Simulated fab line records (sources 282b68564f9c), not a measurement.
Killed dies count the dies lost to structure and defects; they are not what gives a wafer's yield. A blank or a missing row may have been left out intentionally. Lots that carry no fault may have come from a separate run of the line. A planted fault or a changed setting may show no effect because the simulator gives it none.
fab line records :: flow rit_cmos :: part 2 of 2: steps 34 to 45 of 45
record
  lots=5
  wafers=15
  last_day=8
route steps=202 shown NLDD@113 PLDD@114 SPACER@125 NSD@131 PSD@142 SDANNEAL@153
lots that met no fault: from a run of the same line without faults
start_h: the number of hours between the record's first day and the start of the first shown wafer of the lot :: wait_h: hours elapsed since this lot's preceding step :: " repeats the value in the row above :: L1.1+2: several wafers, shown together as one row :: - no value present, or no start provided :: * or withheld: withheld :: < > ~ a bound
route shown NAME@n: NAME is a module with steps in the file, n the number in the route of the first one :: usual: mean/standard deviation taken from wafers without a fault :: same: alike in all rows :: chamber/n: place in a boat :: sites: the reading at each site :: _std_site: the values' standard deviation :: _edge_site: mean of outer sites minus mean of inner sites :: radius_mm: for every site, how far away it sits from the centre of the wafer :: mask NAME#n: copy n :: behind: the tool/chamber that last shaped the wafer :: hold: reason for holding the lot/hours on hold/outcome of the hold :: device: whichever transistor did not switch (one of n, p or np) :: end of line: the same wafers' tests at the end of the route :: step lacking rows: just its recipe :: killed: at the first sort, the dies lost to defects and structure; wafer yield is something else :: map: a wafer's dies, x killed, . not, _ none there
set.NAME: the setting that was run; set.NAME@STEP: the one run at that earlier step :: model.NAME: the simulator's own value behind a step, which no gauge read
a table for each step, a row for each wafer; lots at some steps of the route
services: from which hour (start_h, from the record's first day; less than 0 if before it) a tool's chamber was out of use, for how many hours, and why
## steps
# step RIT_PSD_PEB_04
# recipe
  resist=NOVOLAK
  temp_c=withheld
  time_s=withheld
lot.wafer: L075.2+5+6
tool: litho_track-04
chamber: 0
start_h: 64.52
wait_h: 0.1

lot.wafer: L084.1+3+4
tool: litho_track-01
chamber: 0
start_h: 109.30
wait_h: 0.1

lot.wafer: L087.1+4+6
tool: litho_track-04
chamber: 0
start_h: 129.14
wait_h: 0.1

lot.wafer: L094.3+4+5
tool: litho_track-02
chamber: 0
start_h: 161.50
wait_h: 0.1

lot.wafer: L095.1+2+3
tool: litho_track-02
chamber: 0
start_h: 171.35
wait_h: 0.1
# step RIT_PSD_DEVELOP_05
# recipe
  resist=NOVOLAK
  develop_time_s=50
  dev_temp_c=23
# usual
  developer_temp_C=23.03/0.098
lot.wafer: L075.2
tool: litho_track-04
chamber: 0
start_h: -
wait_h: -
developer_temp_C: 23.10

lot.wafer: L075.5
tool: litho_track-04
chamber: 0
start_h: -
wait_h: -
developer_temp_C: 23.10

lot.wafer: L075.6
tool: litho_track-04
chamber: 0
start_h: -
wait_h: -
developer_temp_C: 23.06

lot.wafer: L084.1
tool: litho_track-01
chamber: 0
start_h: -
wait_h: -
developer_temp_C: 22.99

lot.wafer: L084.3
tool: litho_track-01
chamber: 0
start_h: -
wait_h: -
developer_temp_C: 23.12

lot.wafer: L084.4
tool: litho_track-01
chamber: 0
start_h: -
wait_h: -
developer_temp_C: 23.04

lot.wafer: L087.1
tool: litho_track-04
chamber: 0
start_h: -
wait_h: -
developer_temp_C: 23.04

lot.wafer: L087.4
tool: litho_track-04
chamber: 0
start_h: -
wait_h: -
developer_temp_C: 22.85

lot.wafer: L087.6
tool: litho_track-04
chamber: 0
start_h: -
wait_h: -
developer_temp_C: 23.03

lot.wafer: L094.3
tool: litho_track-02
chamber: 0
start_h: -
wait_h: -
developer_temp_C: 22.90

lot.wafer: L094.4
tool: litho_track-02
chamber: 0
start_h: -
wait_h: -
developer_temp_C: 22.96

lot.wafer: L094.5
tool: litho_track-02
chamber: 0
start_h: -
wait_h: -
developer_temp_C: 22.97

lot.wafer: L095.1
tool: litho_track-02
chamber: 0
start_h: -
wait_h: -
developer_temp_C: 22.85

lot.wafer: L095.2
tool: litho_track-02
chamber: 0
start_h: -
wait_h: -
developer_temp_C: 22.97

lot.wafer: L095.3
tool: litho_track-02
chamber: 0
start_h: -
wait_h: -
developer_temp_C: 22.82
# step RIT_PSD_OVL_MEAS_06
# usual
  PSD_OVL=-0.2/1.4
lot.wafer: L075.2
tool: overlay-01
chamber: -
start_h: 64.79
wait_h: -
PSD_OVL[nm]: 2.5

lot.wafer: L075.5
tool: overlay-01
chamber: -
start_h: 64.79
wait_h: -
PSD_OVL[nm]: 0.3

lot.wafer: L075.6
tool: overlay-01
chamber: -
start_h: 64.79
wait_h: -
PSD_OVL[nm]: 0.3

lot.wafer: L084.1
tool: overlay-01
chamber: -
start_h: 109.58
wait_h: -
PSD_OVL[nm]: -3.4

lot.wafer: L084.3
tool: overlay-01
chamber: -
start_h: 109.58
wait_h: -
PSD_OVL[nm]: 0.0

lot.wafer: L084.4
tool: overlay-01
chamber: -
start_h: 109.58
wait_h: -
PSD_OVL[nm]: -3.9

lot.wafer: L087.1
tool: overlay-01
chamber: -
start_h: 129.42
wait_h: -
PSD_OVL[nm]: -1.3

lot.wafer: L087.4
tool: overlay-01
chamber: -
start_h: 129.42
wait_h: -
PSD_OVL[nm]: -0.4

lot.wafer: L087.6
tool: overlay-01
chamber: -
start_h: 129.42
wait_h: -
PSD_OVL[nm]: 0.6

lot.wafer: L094.3
tool: overlay-02
chamber: -
start_h: 161.75
wait_h: -
PSD_OVL[nm]: -1.9

lot.wafer: L094.4
tool: overlay-02
chamber: -
start_h: 161.75
wait_h: -
PSD_OVL[nm]: -1.8

lot.wafer: L094.5
tool: overlay-02
chamber: -
start_h: 161.75
wait_h: -
PSD_OVL[nm]: -0.4

lot.wafer: L095.1
tool: overlay-02
chamber: -
start_h: 171.64
wait_h: -
PSD_OVL[nm]: 0.0

lot.wafer: L095.2
tool: overlay-02
chamber: -
start_h: 171.64
wait_h: -
PSD_OVL[nm]: -0.8

lot.wafer: L095.3
tool: overlay-02
chamber: -
start_h: 171.64
wait_h: -
PSD_OVL[nm]: -1.7
# step RIT_PSD_HARDBAKE_07
# recipe
  resist=NOVOLAK
  temp_c=140
  time_s=60
lot.wafer: L075.2+5+6
tool: litho_track-04
chamber: 0
start_h: 64.84
wait_h: 0.0

lot.wafer: L084.1+3+4
tool: litho_track-01
chamber: 0
start_h: 109.62
wait_h: 0.0

lot.wafer: L087.1+4+6
tool: litho_track-04
chamber: 0
start_h: 129.46
wait_h: 0.0

lot.wafer: L094.3+4+5
tool: litho_track-01
chamber: 0
start_h: 161.82
wait_h: 0.1

lot.wafer: L095.1+2+3
tool: litho_track-04
chamber: 0
start_h: 171.72
wait_h: 0.1
# step RIT_PSD_IMPLANT_08
# recipe
  species=BF2
  energy_kev=27
  dose_cm2=5e+15
  tilt_deg=7
# usual
  dose_ions_cm2=5e+15/5.1e+12
  end_station_pressure_torr=1.5e-05/1.4e-06
lot.wafer: L075.2
tool: implanter-01
chamber: 0
start_h: 64.99
wait_h: 0.1
dose_ions_cm2: 4.998e+15
end_station_pressure_torr: 1.39e-05

lot.wafer: L075.5
tool: implanter-01
chamber: 0
start_h: 64.99
wait_h: 0.1
dose_ions_cm2: 5.001e+15
end_station_pressure_torr: 1.45e-05

lot.wafer: L075.6
tool: implanter-01
chamber: 0
start_h: 64.99
wait_h: 0.1
dose_ions_cm2: 5.008e+15
end_station_pressure_torr: 1.44e-05

lot.wafer: L084.1
tool: implanter-02
chamber: 0
start_h: 109.77
wait_h: 0.1
dose_ions_cm2: 5.003e+15
end_station_pressure_torr: 1.68e-05

lot.wafer: L084.3
tool: implanter-02
chamber: 0
start_h: 109.77
wait_h: 0.1
dose_ions_cm2: 5e+15
end_station_pressure_torr: 1.52e-05

lot.wafer: L084.4
tool: implanter-02
chamber: 0
start_h: 109.77
wait_h: 0.1
dose_ions_cm2: 4.999e+15
end_station_pressure_torr: 1.64e-05

lot.wafer: L087.1
tool: implanter-03
chamber: 0
start_h: 129.61
wait_h: 0.1
dose_ions_cm2: 4.998e+15
end_station_pressure_torr: 1.14e-05

lot.wafer: L087.4
tool: implanter-03
chamber: 0
start_h: 129.61
wait_h: 0.1
dose_ions_cm2: 4.996e+15
end_station_pressure_torr: 1.36e-05

lot.wafer: L087.6
tool: implanter-03
chamber: 0
start_h: 129.61
wait_h: 0.1
dose_ions_cm2: 5.004e+15
end_station_pressure_torr: 1.34e-05

lot.wafer: L094.3
tool: implanter-02
chamber: 0
start_h: 161.97
wait_h: 0.1
dose_ions_cm2: 5.008e+15
end_station_pressure_torr: 1.66e-05

lot.wafer: L094.4
tool: implanter-02
chamber: 0
start_h: 161.97
wait_h: 0.1
dose_ions_cm2: 5.002e+15
end_station_pressure_torr: 1.71e-05

lot.wafer: L094.5
tool: implanter-02
chamber: 0
start_h: 161.97
wait_h: 0.1
dose_ions_cm2: 4.998e+15
end_station_pressure_torr: 1.51e-05

lot.wafer: L095.1
tool: implanter-02
chamber: 0
start_h: 171.87
wait_h: 0.1
dose_ions_cm2: 5.006e+15
end_station_pressure_torr: 1.56e-05

lot.wafer: L095.2
tool: implanter-02
chamber: 0
start_h: 171.87
wait_h: 0.1
dose_ions_cm2: 4.996e+15
end_station_pressure_torr: 1.59e-05

lot.wafer: L095.3
tool: implanter-02
chamber: 0
start_h: 171.87
wait_h: 0.1
dose_ions_cm2: 5.01e+15
end_station_pressure_torr: 1.62e-05
# step RIT_PSD_STRIP_09
# recipe
  chemistry=O2
  time_s=180
  resist=NOVOLAK
  platen_temp_c=withheld
  power_w=500
  pressure_mtorr=4000
  o2_flow_sccm=4000
# usual
  drypump_motor_current_A=5.8/0.42
lot.wafer: L075.2
tool: plasma_asher-03
chamber: 0
start_h: 65.12
wait_h: 0.1
drypump_motor_current_A: 6.1
rf_hours_counter_h: 27

lot.wafer: L075.5
tool: plasma_asher-03
chamber: 0
start_h: 65.12
wait_h: 0.1
drypump_motor_current_A: 6.1
rf_hours_counter_h: -

lot.wafer: L075.6
tool: plasma_asher-03
chamber: 1
start_h: 65.12
wait_h: 0.1
drypump_motor_current_A: 5.4
rf_hours_counter_h: -

lot.wafer: L084.1
tool: plasma_asher-04
chamber: 0
start_h: 109.92
wait_h: 0.1
drypump_motor_current_A: 5.1
rf_hours_counter_h: 49

lot.wafer: L084.3
tool: plasma_asher-04
chamber: 1
start_h: 109.92
wait_h: 0.1
drypump_motor_current_A: 6.2
rf_hours_counter_h: -

lot.wafer: L084.4
tool: plasma_asher-04
chamber: 0
start_h: 109.92
wait_h: 0.1
drypump_motor_current_A: 5.1
rf_hours_counter_h: -

lot.wafer: L087.1
tool: plasma_asher-03
chamber: 0
start_h: 129.76
wait_h: 0.1
drypump_motor_current_A: 6.2
rf_hours_counter_h: 34

lot.wafer: L087.4
tool: plasma_asher-03
chamber: 0
start_h: 129.76
wait_h: 0.1
drypump_motor_current_A: 6.2
rf_hours_counter_h: -

lot.wafer: L087.6
tool: plasma_asher-03
chamber: 0
start_h: 129.76
wait_h: 0.1
drypump_motor_current_A: 6.2
rf_hours_counter_h: -

lot.wafer: L094.3
tool: plasma_asher-04
chamber: 1
start_h: 162.13
wait_h: 0.1
drypump_motor_current_A: 6.2
rf_hours_counter_h: -

lot.wafer: L094.4
tool: plasma_asher-04
chamber: 0
start_h: 162.13
wait_h: 0.1
drypump_motor_current_A: 5.1
rf_hours_counter_h: -

lot.wafer: L094.5
tool: plasma_asher-04
chamber: 1
start_h: 162.13
wait_h: 0.1
drypump_motor_current_A: 6.1
rf_hours_counter_h: -

lot.wafer: L095.1
tool: plasma_asher-02
chamber: 0
start_h: 172.02
wait_h: 0.1
drypump_motor_current_A: 6.1
rf_hours_counter_h: 5

lot.wafer: L095.2
tool: plasma_asher-02
chamber: 1
start_h: 172.02
wait_h: 0.1
drypump_motor_current_A: 6.1
rf_hours_counter_h: 5

lot.wafer: L095.3
tool: plasma_asher-02
chamber: 0
start_h: 172.02
wait_h: 0.1
drypump_motor_current_A: 6.0
rf_hours_counter_h: -
# step RIT_PSD_TW_MEAS_10
# usual
  PSD_TW=3441/24
lot.wafer: L075.2
tool: film_metro-01
chamber: -
start_h: 65.31
wait_h: 0.1
PSD_TW: 3414

lot.wafer: L075.5
tool: film_metro-01
chamber: -
start_h: 65.31
wait_h: 0.1
PSD_TW: 3419

lot.wafer: L075.6
tool: film_metro-01
chamber: -
start_h: 65.31
wait_h: 0.1
PSD_TW: 3401

lot.wafer: L084.1
tool: film_metro-01
chamber: -
start_h: 110.09
wait_h: 0.1
PSD_TW: 3414

lot.wafer: L084.3
tool: film_metro-01
chamber: -
start_h: 110.09
wait_h: 0.1
PSD_TW: 3391

lot.wafer: L084.4
tool: film_metro-01
chamber: -
start_h: 110.09
wait_h: 0.1
PSD_TW: 3404

lot.wafer: L087.1
tool: film_metro-02
chamber: -
start_h: 129.94
wait_h: 0.1
PSD_TW: 3454

lot.wafer: L087.4
tool: film_metro-02
chamber: -
start_h: 129.94
wait_h: 0.1
PSD_TW: 3445

lot.wafer: L087.6
tool: film_metro-02
chamber: -
start_h: 129.94
wait_h: 0.1
PSD_TW: 3460

lot.wafer: L094.3
tool: film_metro-02
chamber: -
start_h: 162.27
wait_h: 0.1
PSD_TW: 3449

lot.wafer: L094.4
tool: film_metro-02
chamber: -
start_h: 162.27
wait_h: 0.1
PSD_TW: 3437

lot.wafer: L094.5
tool: film_metro-02
chamber: -
start_h: 162.27
wait_h: 0.1
PSD_TW: 3448

lot.wafer: L095.1
tool: film_metro-01
chamber: -
start_h: 172.20
wait_h: 0.1
PSD_TW: 3407

lot.wafer: L095.2
tool: film_metro-01
chamber: -
start_h: 172.20
wait_h: 0.1
PSD_TW: 3417

lot.wafer: L095.3
tool: film_metro-01
chamber: -
start_h: 172.20
wait_h: 0.1
PSD_TW: 3393
# step RIT_SDANNEAL_CLEAN_00
# recipe
  chemistry=SC1
  mix=3:3:50
  time_s=600
  temp_c=74.13
lot.wafer: L075.2+5+6
tool: wet_bench-01
chamber: 3
start_h: 65.36
wait_h: 0.0

lot.wafer: L084.1+3+4
tool: wet_bench-02
chamber: 0
start_h: 110.15
wait_h: 0.1

lot.wafer: L087.1+4+6
tool: wet_bench-01
chamber: 2
start_h: 130.00
wait_h: 0.1

lot.wafer: L094.3+4+5
tool: wet_bench-04
chamber: 0
start_h: 162.31
wait_h: 0.0

lot.wafer: L095.1+2+3
tool: wet_bench-01
chamber: 1
start_h: 172.26
wait_h: 0.1
# step RIT_SDANNEAL_CLEAN_01
# recipe
  chemistry=dHF
  dilution=50:1
  time_s=30
lot.wafer: L075.2+5+6
tool: wet_bench-04
chamber: 2
start_h: 65.53
wait_h: 0.0

lot.wafer: L084.1+3+4
tool: wet_bench-01
chamber: 0
start_h: 110.33
wait_h: 0.0

lot.wafer: L087.1+4+6
tool: wet_bench-02
chamber: 0
start_h: 130.17
wait_h: 0.0

lot.wafer: L094.3+4+5
tool: wet_bench-02
chamber: 0
start_h: 162.48
wait_h: 0.0

lot.wafer: L095.1+2+3
tool: wet_bench-04
chamber: 1
start_h: 172.43
wait_h: 0.0
# step RIT_SDANNEAL_CLEAN_02
# recipe
  chemistry=SC2
  mix=3:3:50
  time_s=600
  temp_c=75
  dry=n2_spin
lot.wafer: L075.2+5+6
tool: wet_bench-02
chamber: 0
start_h: 65.55
wait_h: 0.0

lot.wafer: L084.1+3+4
tool: wet_bench-04
chamber: 1
start_h: 110.34
wait_h: 0.0

lot.wafer: L087.1+4+6
tool: wet_bench-04
chamber: 2
start_h: 130.19
wait_h: 0.0

lot.wafer: L094.3+4+5
tool: wet_bench-01
chamber: 1
start_h: 162.50
wait_h: 0.0

lot.wafer: L095.1+2+3
tool: wet_bench-02
chamber: 3
start_h: 172.45
wait_h: 0.0
# step RIT_SDANNEAL_RTA_03
# recipe
  temp_c=1050
  time_s=5
  idle_temp_c=600
  ramp_up_c_per_s=342
  ramp_down_c_per_s=171
  cool_to_c=600
  ambient=N2
# usual
  chamber_o2_ppm=1.997/0.019
  wafer_temp_C_max=1053.4/1.3
lot.wafer: L075.2
tool: rtp_anneal-02
chamber: 0
start_h: 65.75
wait_h: 0.0
chamber_o2_ppm: 1.991
wafer_temp_C_max: 1054.0

lot.wafer: L075.5
tool: rtp_anneal-02
chamber: 0
start_h: 65.75
wait_h: 0.0
chamber_o2_ppm: 1.992
wafer_temp_C_max: 1051.2

lot.wafer: L075.6
tool: rtp_anneal-02
chamber: 0
start_h: 65.75
wait_h: 0.0
chamber_o2_ppm: 2.010
wafer_temp_C_max: 1052.4

lot.wafer: L084.1
tool: rtp_anneal-02
chamber: 0
start_h: 110.52
wait_h: 0.0
chamber_o2_ppm: 1.996
wafer_temp_C_max: 1051.4

lot.wafer: L084.3
tool: rtp_anneal-02
chamber: 0
start_h: 110.52
wait_h: 0.0
chamber_o2_ppm: 1.986
wafer_temp_C_max: 1055.0

lot.wafer: L084.4
tool: rtp_anneal-02
chamber: 0
start_h: 110.52
wait_h: 0.0
chamber_o2_ppm: 2.036
wafer_temp_C_max: 1054.8

lot.wafer: L087.1
tool: rtp_anneal-01
chamber: 0
start_h: 130.36
wait_h: 0.0
chamber_o2_ppm: 1.979
wafer_temp_C_max: 1051.5

lot.wafer: L087.4
tool: rtp_anneal-01
chamber: 0
start_h: 130.36
wait_h: 0.0
chamber_o2_ppm: 1.980
wafer_temp_C_max: 1052.2

lot.wafer: L087.6
tool: rtp_anneal-01
chamber: 0
start_h: 130.36
wait_h: 0.0
chamber_o2_ppm: 1.982
wafer_temp_C_max: 1055.1

lot.wafer: L094.3
tool: rtp_anneal-02
chamber: 0
start_h: 162.70
wait_h: 0.0
chamber_o2_ppm: 1.980
wafer_temp_C_max: 1051.6

lot.wafer: L094.4
tool: rtp_anneal-02
chamber: 0
start_h: 162.70
wait_h: 0.0
chamber_o2_ppm: 1.984
wafer_temp_C_max: 1053.1

lot.wafer: L094.5
tool: rtp_anneal-02
chamber: 0
start_h: 162.70
wait_h: 0.0
chamber_o2_ppm: 1.973
wafer_temp_C_max: 1054.0

lot.wafer: L095.1
tool: rtp_anneal-01
chamber: 0
start_h: 172.64
wait_h: 0.0
chamber_o2_ppm: 2.019
wafer_temp_C_max: 1053.7

lot.wafer: L095.2
tool: rtp_anneal-01
chamber: 0
start_h: 172.64
wait_h: 0.0
chamber_o2_ppm: 2.007
wafer_temp_C_max: 1054.7

lot.wafer: L095.3
tool: rtp_anneal-01
chamber: 0
start_h: 172.64
wait_h: 0.0
chamber_o2_ppm: 2.013
wafer_temp_C_max: 1052.4
# step RIT_SDANNEAL_RS_MEAS_04
# recipe
  thk_meas_gauge=four-point-probe
# usual
  PSD_RS=115.9/0.31
lot.wafer: L075.2
tool: film_metro-01
chamber: -
start_h: 65.82
wait_h: 0.1
PSD_RS[ohm/sq]: 116.6

lot.wafer: L075.5
tool: film_metro-01
chamber: -
start_h: 65.82
wait_h: 0.1
PSD_RS[ohm/sq]: 116.4

lot.wafer: L075.6
tool: film_metro-01
chamber: -
start_h: 65.82
wait_h: 0.1
PSD_RS[ohm/sq]: 116.1

lot.wafer: L084.1
tool: film_metro-03
chamber: -
start_h: 110.58
wait_h: 0.0
PSD_RS[ohm/sq]: 115.6

lot.wafer: L084.3
tool: film_metro-03
chamber: -
start_h: 110.58
wait_h: 0.0
PSD_RS[ohm/sq]: 116.0

lot.wafer: L084.4
tool: film_metro-03
chamber: -
start_h: 110.58
wait_h: 0.0
PSD_RS[ohm/sq]: 115.7

lot.wafer: L087.1
tool: film_metro-01
chamber: -
start_h: 130.42
wait_h: 0.0
PSD_RS[ohm/sq]: 116.0

lot.wafer: L087.4
tool: film_metro-01
chamber: -
start_h: 130.42
wait_h: 0.0
PSD_RS[ohm/sq]: 116.2

lot.wafer: L087.6
tool: film_metro-01
chamber: -
start_h: 130.42
wait_h: 0.0
PSD_RS[ohm/sq]: 116.2

lot.wafer: L094.3
tool: film_metro-01
chamber: -
start_h: 162.77
wait_h: 0.1
PSD_RS[ohm/sq]: 116.4

lot.wafer: L094.4
tool: film_metro-01
chamber: -
start_h: 162.77
wait_h: 0.1
PSD_RS[ohm/sq]: 116.2

lot.wafer: L094.5
tool: film_metro-01
chamber: -
start_h: 162.77
wait_h: 0.1
PSD_RS[ohm/sq]: 116.3

lot.wafer: L095.1
tool: film_metro-01
chamber: -
start_h: 172.70
wait_h: 0.0
PSD_RS[ohm/sq]: 116.4

lot.wafer: L095.2
tool: film_metro-01
chamber: -
start_h: 172.70
wait_h: 0.0
PSD_RS[ohm/sq]: 116.3

lot.wafer: L095.3
tool: film_metro-01
chamber: -
start_h: 172.70
wait_h: 0.0
PSD_RS[ohm/sq]: 116.6
## services
tool: plasma_asher-02
chamber: -
start_h: 34.74
hours: 1.7
kind: repair

tool: plasma_asher-01
chamber: -
start_h: 38.09
hours: 5.4
kind: repair

tool: iline_stepper-01
chamber: 0
start_h: 51.91
hours: -
kind: calibration

tool: rie_diel-04
chamber: 3
start_h: 60.48
hours: 3.4
kind: repair

tool: plasma_asher-02
chamber: -
start_h: 68.80
hours: 1.6
kind: repair

tool: iline_stepper-01
chamber: -
start_h: 71.45
hours: 5.4
kind: repair

tool: rie_diel-03
chamber: -
start_h: 86.91
hours: 0.4
kind: repair

tool: iline_stepper-02
chamber: -
start_h: 90.61
hours: 1.7
kind: pm

tool: plasma_asher-01
chamber: -
start_h: 100.24
hours: 14.6
kind: pm

tool: plasma_asher-03
chamber: -
start_h: 103.58
hours: 2.8
kind: pm

tool: lpcvd-01
chamber: -
start_h: 108.14
hours: 28.1
kind: pm

tool: plasma_asher-02
chamber: -
start_h: 108.75
hours: 9.0
kind: pm

tool: plasma_asher-02
chamber: 0
start_h: 108.75
hours: 9.0
kind: vent_cycle

tool: implanter-03
chamber: -
start_h: 122.56
hours: 1.8
kind: repair

tool: implanter-04
chamber: -
start_h: 125.08
hours: 2.3
kind: repair

tool: iline_stepper-02
chamber: 0
start_h: 137.05
hours: -
kind: calibration

tool: lpcvd-01
chamber: -
start_h: 140.13
hours: 1.4
kind: repair

tool: implanter-02
chamber: -
start_h: 143.38
hours: 1.5
kind: repair

tool: lpcvd-01
chamber: -
start_h: 146.77
hours: 2.1
kind: repair

tool: implanter-02
chamber: -
start_h: 164.33
hours: 2.8
kind: repair

tool: lpcvd-01
chamber: -
start_h: 167.74
hours: 2.8
kind: pm

tool: rie_diel-03
chamber: 0
start_h: 168.18
hours: 11.3
kind: repair

tool: rie_diel-03
chamber: 1
start_h: 171.27
hours: 6.7
kind: repair

tool: rie_diel-03
chamber: 3
start_h: 172.16
hours: 2.5
kind: repair
